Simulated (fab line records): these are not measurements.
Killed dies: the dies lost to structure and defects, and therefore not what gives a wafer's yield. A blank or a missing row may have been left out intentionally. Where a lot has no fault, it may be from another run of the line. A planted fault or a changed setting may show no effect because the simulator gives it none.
Which tool was responsible? :: flow berkeley-cmos170 :: 13 lots with 38 wafers sampled at 3 steps, on a route of 331 steps

## WHAT EACH GAUGE READ, for each wafer
UCB170_V2_CD_MEAS_90: the cd target is 700 nm. Usual: cd-nm at 699.6 nm, with a standard deviation of 1.6.
lot: L108
measured: day 7 11:04
on: cd-sem-01
cd-nm (nm): 700.6 702.0 702.4
flag: 

lot: L107
measured: day 7 12:02
on: cd-sem-02
cd-nm (nm): 698.7 697.3 698.3
flag: 

lot: L111
measured: day 8 01:30
on: cd-sem-01
cd-nm (nm): 700.2 698.8 700.4
flag: 

lot: L109
measured: day 8 02:02
on: cd-sem-02
cd-nm (nm): 698.6 699.3 698.4
flag: 

lot: L110
measured: day 8 02:19
on: cd-sem-01
cd-nm (nm): 698.3 700.3 699.1
flag: 

lot: L112
measured: day 8 23:14
on: cd-sem-02
cd-nm (nm): 701.0 701.4 701.0
flag: 

lot: L113
measured: day 8 23:28
on: cd-sem-01
cd-nm (nm): 695.9 696.6 695.7
flag: 

lot: L114
measured: day 8 23:33
on: cd-sem-02
cd-nm (nm): 699.2 699.7 699.4
flag: 

lot: L115
measured: day 9 06:57
on: cd-sem-02
cd-nm (nm): 697.3 697.8 698.1
flag: 

lot: L116
measured: day 9 18:59
on: cd-sem-02
cd-nm (nm): 700.8 700.7 700.5
flag: 

lot: L117
measured: day 9 23:43
on: cd-sem-02
cd-nm (nm): 701.5 700.0 699.4
flag: 

lot: L124
measured: day 11 12:08
on: cd-sem-02
cd-nm (nm): 698.6 697.6
flag: 

lot: L130
measured: day 12 08:12
on: cd-sem-01
cd-nm (nm): 698.4 699.4 698.9
flag: 

UCB170_M3_RS_MEAS_02: measurement is done with a four-point probe. Usual: M3_AL_RS 0.0320 ohm/sq, standard deviation 0.00031.
lot: L108
measured: day 7 11:20
on: film-metro-01
M3_AL_RS (ohm/sq): 0.0318 0.0320 0.0317
flag: 

lot: L107
measured: day 7 12:18
on: film-metro-01
M3_AL_RS (ohm/sq): 0.0323 0.0322 0.0323
flag: 

lot: L111
measured: day 8 01:46
on: film-metro-01
M3_AL_RS (ohm/sq): 0.0323 0.0320 0.0320
flag: 

lot: L109
measured: day 8 02:19
on: film-metro-02
M3_AL_RS (ohm/sq): 0.0318 0.0321 0.0320
flag: 

lot: L110
measured: day 8 02:35
on: film-metro-01
M3_AL_RS (ohm/sq): 0.0317 0.0318 0.0319
flag: 

lot: L112
measured: day 8 23:30
on: film-metro-01
M3_AL_RS (ohm/sq): 0.0319 0.0321 0.0323
flag: 

lot: L113
measured: day 8 23:44
on: film-metro-03
M3_AL_RS (ohm/sq): 0.0325 0.0323 0.0325
flag: 

lot: L114
measured: day 8 23:49
on: film-metro-01
M3_AL_RS (ohm/sq): 0.0316 0.0320 0.0320
flag: 

lot: L115
measured: day 9 07:13
on: film-metro-02
M3_AL_RS (ohm/sq): 0.0318 0.0317 0.0317
flag: 

lot: L116
measured: day 9 19:15
on: film-metro-01
M3_AL_RS (ohm/sq): 0.0323 0.0322 0.0323
flag: 

lot: L117
measured: day 9 23:59
on: film-metro-03
M3_AL_RS (ohm/sq): 0.0314 0.0312 0.0317
flag: 

lot: L124
measured: day 11 12:25
on: film-metro-01
M3_AL_RS (ohm/sq): 0.0322 0.0321
flag: 

lot: L130
measured: day 12 08:28
on: film-metro-01
M3_AL_RS (ohm/sq): 0.0319 0.0320 0.0325
flag: 

## TOOL THAT RAN EACH LOT (tool first, then ch and the chambers of the sampled wafers, then the start)
lot: L108
UCB170_V2_ETCH_14: rie-diel-02 ch 1,2, day 7 10:43

lot: L107
UCB170_V2_ETCH_14: rie-diel-02 ch 1,2, day 7 11:44

lot: L111
UCB170_V2_ETCH_14: rie-diel-01 ch 0,1, day 8 01:13

lot: L109
UCB170_V2_ETCH_14: rie-diel-02 ch 0,1,3, day 8 01:46

lot: L110
UCB170_V2_ETCH_14: rie-diel-01 ch 1,2,3, day 8 02:02

lot: L112
UCB170_V2_ETCH_14: rie-diel-03 ch 0,1, day 8 22:57

lot: L113
UCB170_V2_ETCH_14: rie-diel-01 ch 2,3, day 8 23:12

lot: L114
UCB170_V2_ETCH_14: rie-diel-02 ch 0,3, day 8 23:14

lot: L115
UCB170_V2_ETCH_14: rie-diel-03 ch 1,2, day 9 06:39

lot: L116
UCB170_V2_ETCH_14: rie-diel-02 ch 0,3, day 9 18:41

lot: L117
UCB170_V2_ETCH_14: rie-diel-01 ch 2,3, day 9 23:26

lot: L124
UCB170_V2_ETCH_14: rie-diel-03 ch 0,1, day 11 11:52

lot: L130
UCB170_V2_ETCH_14: rie-diel-02 ch 0,2,3, day 12 07:56
- UCB170_V2_ETCH_14: etches SiO2 in CHF3/CF4/Ar, stops on Al, target depth 1250 nm, time 291 s.

## AS READ BY THE TOOLS THEMSELVES (means over the sampled wafers that have a number; for cases with no such wafer, the mark the record gives instead)
UCB170_V2_ETCH_14. Usual: chamber-pressure-mTorr 200.03 mTorr, standard deviation 0.2; drypump-motor-current-A 5.7 A, standard deviation 0.37; oes-product-au 0.866 a.u., standard deviation 0.012; throttle-valve-pct 6.98 %, standard deviation 0.14.
lot: L108
tool: rie-diel-02
chamber-pressure-mTorr (mTorr): 200.03
drypump-motor-current-A (A): 5.9
oes-product-au (a.u.): 0.872
throttle-valve-pct (%): 7.05
flag: 

lot: L107
tool: rie-diel-02
chamber-pressure-mTorr (mTorr): 199.86
drypump-motor-current-A (A): 5.9
oes-product-au (a.u.): 0.874
throttle-valve-pct (%): 7.04
flag: 

lot: L111
tool: rie-diel-01
chamber-pressure-mTorr (mTorr): 199.82
drypump-motor-current-A (A): 4.9
oes-product-au (a.u.): 0.851
throttle-valve-pct (%): 7.11
flag: 

lot: L109
tool: rie-diel-02
chamber-pressure-mTorr (mTorr): 199.95
drypump-motor-current-A (A): 5.9
oes-product-au (a.u.): 0.858
throttle-valve-pct (%): 6.88
flag: 

lot: L110
tool: rie-diel-01
chamber-pressure-mTorr (mTorr): 200.26
drypump-motor-current-A (A): 5.3
oes-product-au (a.u.): 0.869
throttle-valve-pct (%): 7.10
flag: 

lot: L112
tool: rie-diel-03
chamber-pressure-mTorr (mTorr): 199.78
drypump-motor-current-A (A): 6.0
oes-product-au (a.u.): 0.863
throttle-valve-pct (%): 6.83
flag: 

lot: L113
tool: rie-diel-01
chamber-pressure-mTorr (mTorr): 200.08
drypump-motor-current-A (A): 5.4
oes-product-au (a.u.): 0.875
throttle-valve-pct (%): 7.08
flag: 

lot: L114
tool: rie-diel-02
chamber-pressure-mTorr (mTorr): 200.10
drypump-motor-current-A (A): 5.9
oes-product-au (a.u.): 0.864
throttle-valve-pct (%): 6.88
flag: 

lot: L115
tool: rie-diel-03
chamber-pressure-mTorr (mTorr): 199.95
drypump-motor-current-A (A): 5.8
oes-product-au (a.u.): 0.851
throttle-valve-pct (%): 6.91
flag: 

lot: L116
tool: rie-diel-02
chamber-pressure-mTorr (mTorr): 199.93
drypump-motor-current-A (A): 5.8
oes-product-au (a.u.): 0.866
throttle-valve-pct (%): 6.88
flag: 

lot: L117
tool: rie-diel-01
chamber-pressure-mTorr (mTorr): 200.08
drypump-motor-current-A (A): 5.7
oes-product-au (a.u.): 0.878
throttle-valve-pct (%): 7.07
flag: 

lot: L124
tool: rie-diel-03
chamber-pressure-mTorr (mTorr): 199.96
drypump-motor-current-A (A): 6.0
oes-product-au (a.u.): 0.853
throttle-valve-pct (%): 6.84
flag: 

lot: L130
tool: rie-diel-02
chamber-pressure-mTorr (mTorr): 200.04
drypump-motor-current-A (A): 5.9
oes-product-au (a.u.): 0.870
throttle-valve-pct (%): 6.99
flag: 

## THE ANSWER, worked out from the rows above alone
Rule: lot off if the mean of its wafers having a number is beyond 3 standard deviations from the usual mean. A lot without any number at a reading at which 4 lots or more have one is off too. Any other lot the step has rows for is counted as sound. Order of review: gauges by route order, followed by the tools' own readings, for which a lot's mean as printed above is used. At the first step where some lot is off, the reading lying furthest off is the one used; lots without a number count as furthest.
No lot is off at any reading shown: from this, nothing can be told.

## WHAT HAD BEEN PUT IN BY THE SIMULATOR
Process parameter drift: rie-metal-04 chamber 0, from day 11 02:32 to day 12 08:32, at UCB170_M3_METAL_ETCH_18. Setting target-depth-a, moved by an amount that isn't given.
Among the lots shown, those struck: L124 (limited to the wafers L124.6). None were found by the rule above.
